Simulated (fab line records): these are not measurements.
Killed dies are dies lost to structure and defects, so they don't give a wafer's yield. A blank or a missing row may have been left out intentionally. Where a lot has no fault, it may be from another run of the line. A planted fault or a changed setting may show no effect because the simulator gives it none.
What tool caused it? || flow rit-cmos || 14 lots, 42 wafers sampled, at 2 steps of a route of 202

== WHAT EACH GAUGE READ, for each wafer ==
RIT_NRETRO_TW_MEAS_10. Usual: NRETRO_TW 1053, standard deviation 9.7.
{"lot": "L979", "measured": "day 2 05:40", "on": "film-metro-03", "NRETRO_TW": "1055 1045 1045", "flag": ""}
{"lot": "L981", "measured": "day 2 15:22", "on": "film-metro-03", "NRETRO_TW": "1050 1048 1049", "flag": ""}
{"lot": "L982", "measured": "day 2 21:32", "on": "film-metro-03", "NRETRO_TW": "1051 1050 1050", "flag": ""}
{"lot": "L984", "measured": "day 3 06:48", "on": "film-metro-03", "NRETRO_TW": "1046 1051 1054", "flag": ""}
{"lot": "L985", "measured": "day 3 11:56", "on": "film-metro-02", "NRETRO_TW": "1065 1067 1066", "flag": ""}
{"lot": "L986", "measured": "day 3 17:43", "on": "film-metro-02", "NRETRO_TW": "1067 1071 1070", "flag": ""}
{"lot": "L987", "measured": "day 3 22:42", "on": "film-metro-03", "NRETRO_TW": "1054 1055 1057", "flag": ""}
{"lot": "L991", "measured": "day 4 18:07", "on": "film-metro-01", "NRETRO_TW": "1038 1032 1032", "flag": ""}
{"lot": "L993", "measured": "day 5 03:40", "on": "film-metro-02", "NRETRO_TW": "1002 1002 998", "flag": "OFF"}
{"lot": "L995", "measured": "day 5 14:20", "on": "film-metro-03", "NRETRO_TW": "990 989 985", "flag": "OFF"}
{"lot": "L997", "measured": "day 6 00:30", "on": "film-metro-03", "NRETRO_TW": "1057 1058 1052", "flag": ""}
{"lot": "L998", "measured": "day 6 06:38", "on": "film-metro-02", "NRETRO_TW": "1058 1054 1061", "flag": ""}
{"lot": "L100", "measured": "day 6 16:53", "on": "film-metro-03", "NRETRO_TW": "1054 1058 1052", "flag": ""}
{"lot": "L102", "measured": "day 7 05:34", "on": "film-metro-02", "NRETRO_TW": "1063 1064 1059", "flag": ""}

== WHAT TOOL EACH LOT RAN ON (gives the tool, then ch and the chambers of the sampled wafers, and finally the start) ==
{"lot": "L979", "RIT_NRETRO_IMPLANT_08": "implanter-01 ch 0, day 2 05:21"}
{"lot": "L981", "RIT_NRETRO_IMPLANT_08": "implanter-03 ch 0, day 2 15:02"}
{"lot": "L982", "RIT_NRETRO_IMPLANT_08": "implanter-04 ch 0, day 2 21:13"}
{"lot": "L984", "RIT_NRETRO_IMPLANT_08": "implanter-03 ch 0, day 3 06:31"}
{"lot": "L985", "RIT_NRETRO_IMPLANT_08": "implanter-01 ch 0, day 3 11:37"}
{"lot": "L986", "RIT_NRETRO_IMPLANT_08": "implanter-04 ch 0, day 3 17:24"}
{"lot": "L987", "RIT_NRETRO_IMPLANT_08": "implanter-04 ch 0, day 3 22:22"}
{"lot": "L991", "RIT_NRETRO_IMPLANT_08": "implanter-01 ch 0, day 4 17:42"}
{"lot": "L993", "RIT_NRETRO_IMPLANT_08": "implanter-03 ch 0, day 5 03:22"}
{"lot": "L995", "RIT_NRETRO_IMPLANT_08": "implanter-03 ch 0, day 5 14:01"}
{"lot": "L997", "RIT_NRETRO_IMPLANT_08": "implanter-01 ch 0, day 6 00:11"}
{"lot": "L998", "RIT_NRETRO_IMPLANT_08": "implanter-01 ch 0, day 6 06:18"}
{"lot": "L100", "RIT_NRETRO_IMPLANT_08": "implanter-01 ch 0, day 6 16:34"}
{"lot": "L102", "RIT_NRETRO_IMPLANT_08": "implanter-01 ch 0, day 7 05:16"}
- RIT_NRETRO_IMPLANT_08

== AS READ BY THE TOOLS THEMSELVES (means over the sampled wafers that have a number; for cases with no such wafer, the mark the record gives instead) ==
RIT_NRETRO_IMPLANT_08. Usual: dose-ions-cm2 1e+13, standard deviation 1e+10; faraday-current-uA 31.7, standard deviation 0.65; tilt-deg 7.001 degrees, standard deviation 0.018.
{"lot": "L979", "tool": "implanter-01", "dose-ions-cm2": 1e+13, "faraday-current-uA": 31.3, "tilt-deg (degrees)": 7.000, "flag": ""}
{"lot": "L981", "tool": "implanter-03", "dose-ions-cm2": 1e+13, "faraday-current-uA": 32.1, "tilt-deg (degrees)": 7.001, "flag": ""}
{"lot": "L982", "tool": "implanter-04", "dose-ions-cm2": 1e+13, "faraday-current-uA": 31.5, "tilt-deg (degrees)": 7.014, "flag": ""}
{"lot": "L984", "tool": "implanter-03", "dose-ions-cm2": 1e+13, "faraday-current-uA": 32.1, "tilt-deg (degrees)": 7.006, "flag": ""}
{"lot": "L985", "tool": "implanter-01", "dose-ions-cm2": 1e+13, "faraday-current-uA": 31.6, "tilt-deg (degrees)": 7.024, "flag": ""}
{"lot": "L986", "tool": "implanter-04", "dose-ions-cm2": 1e+13, "faraday-current-uA": 32.1, "tilt-deg (degrees)": 6.999, "flag": ""}
{"lot": "L987", "tool": "implanter-04", "dose-ions-cm2": 1e+13, "faraday-current-uA": 31.1, "tilt-deg (degrees)": 6.996, "flag": ""}
{"lot": "L991", "tool": "implanter-01", "dose-ions-cm2": 1e+13, "faraday-current-uA": 31.9, "tilt-deg (degrees)": 6.981, "flag": ""}
{"lot": "L993", "tool": "implanter-03", "dose-ions-cm2": 8e+12, "faraday-current-uA": 26.2, "tilt-deg (degrees)": 6.981, "flag": "OFF"}
{"lot": "L995", "tool": "implanter-03", "dose-ions-cm2": 8e+12, "faraday-current-uA": 26.9, "tilt-deg (degrees)": 6.987, "flag": "OFF"}
{"lot": "L997", "tool": "implanter-01", "dose-ions-cm2": 1e+13, "faraday-current-uA": 32.4, "tilt-deg (degrees)": 6.986, "flag": ""}
{"lot": "L998", "tool": "implanter-01", "dose-ions-cm2": 1e+13, "faraday-current-uA": 31.3, "tilt-deg (degrees)": 6.970, "flag": ""}
{"lot": "L100", "tool": "implanter-01", "dose-ions-cm2": 1e+13, "faraday-current-uA": 31.3, "tilt-deg (degrees)": 7.012, "flag": ""}
{"lot": "L102", "tool": "implanter-01", "dose-ions-cm2": 1e+13, "faraday-current-uA": 32.4, "tilt-deg (degrees)": 7.015, "flag": ""}

== THE ANSWER, worked out from the rows above alone ==
Rule: take the mean of a lot's wafers that have a number; if it is more than 3 standard deviations from the usual mean, the lot is off. A lot without any number at a reading at which 4 lots or more have one is off too. Any other lot the step has rows for is counted as sound. After the gauges, taken in route order, come the tools' own readings; for these a lot's mean is taken, as printed above. At the first step where some lot is off, the reading lying furthest off is the one used; lots without a number count as furthest.
Off: at RIT_NRETRO_TW_MEAS_10 (NRETRO_TW), L993, L995.
A tool fits if, at a process step before that reading, it ran every lot that is off, and no sound lot after the first of them. The gauges at RIT_NRETRO_TW_MEAS_10 aren't tried: what is off there is off at RIT_NRETRO_IMPLANT_08 too, on other tools, and a gauge's error can't cause that. One fits: RIT_NRETRO_IMPLANT_08 on implanter-03. A fault onset in the window from L984 (day 3 06:31, its last sound lot) to L993 (day 5 03:22, its first lot off) fits.
The tool's own readings at RIT_NRETRO_IMPLANT_08 bear it out: on the lots that are off they differ by more than 5 times the standard deviation of the sound lots' means. dose-ions-cm2 reads 8e+12 there against 1e+13 on the sound lots; faraday-current-uA reads 26.5 there against 31.8 on the sound lots.

== WHAT WAS PUT IN BY THE SIMULATOR ==
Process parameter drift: implanter-03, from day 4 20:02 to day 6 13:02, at RIT_NRETRO_IMPLANT_08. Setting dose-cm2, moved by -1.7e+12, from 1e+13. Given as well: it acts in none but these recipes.
Struck lots among those shown: L993, L995. The same result came from the rule above.
